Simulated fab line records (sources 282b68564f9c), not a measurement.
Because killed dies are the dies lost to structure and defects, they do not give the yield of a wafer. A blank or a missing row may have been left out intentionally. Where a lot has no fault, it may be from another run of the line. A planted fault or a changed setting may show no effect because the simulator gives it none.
Matching of chambers + flow rit-cmos + RIT_SPACER_ETCHBACK_05 on rie-diel-01 has 4 sister chambers
The step etches Si3N4 in SF6/CHF3, stops on SiO2, target depth 250 nm, time 240 s. 8 wafers are shown with their chamber, then 7 later ones without.

WAFERS PAIRED WITH THEIR CHAMBERS
| wafer  | chamber | throttle-valve-pct (%) | drypump-motor-current-A (A) |
|--------|---------|------------------------|-----------------------------|
| L595.4 | 2       | 10.28                  | 6.1                         |
| L595.5 | 1       | 10.32                  | 5.4                         |
| L595.6 | 2       | 10.23                  | 6.0                         |
| L597.2 | 3       | 10.62                  | 5.3                         |
| L597.5 | 0       | 10.58                  | 5.7                         |
| L597.6 | 3       | 10.64                  | 5.3                         |
| L598.2 | 0       | 10.59                  | 5.7                         |
| L598.3 | 1       | 10.32                  | 5.4                         |

WAFERS MISSING THEIR CHAMBER
| wafer  | throttle-valve-pct (%) | drypump-motor-current-A (A) |
|--------|------------------------|-----------------------------|
| L598.5 | 10.62                  | 5.3                         |
| L608.2 | 10.26                  | 6.1                         |
| L608.3 | 10.31                  | 5.4                         |
| L608.4 | 10.59                  | 5.7                         |
| L610.2 | 10.63                  | 5.3                         |
| L610.5 | 10.59                  | 5.7                         |
| L610.6 | 10.61                  | 5.2                         |

CHAMBER TAKEN BY EACH
| wafer  | from the rows above | in truth |
|--------|---------------------|----------|
| L598.5 | 3                   | 3        |
| L608.2 | 2                   | 2        |
| L608.3 | 1                   | 1        |
| L608.4 | 0                   | 0        |
| L610.2 | 3                   | 3        |
| L610.5 | 0                   | 0        |
| L610.6 | 3                   | 3        |
7 of 7 placed correctly. Not placeable from these rows: 0. Placed wrongly: 0.
How it was worked out, from the rows above alone: a wafer's distance from a chamber is the root of the sum, over the readings, of the square of ((its reading less the chamber's mean) divided by the reading's scatter). If the next closest chamber is less than 2 further off than the closest, the wafer can't be placed; otherwise it belongs to the closest. The mean given for a chamber averages the wafers shown for that chamber. The scatter: take each reading less its chamber's mean, square it, sum over the shown wafers, divide by the number of wafers less the number of chambers, and take the root.
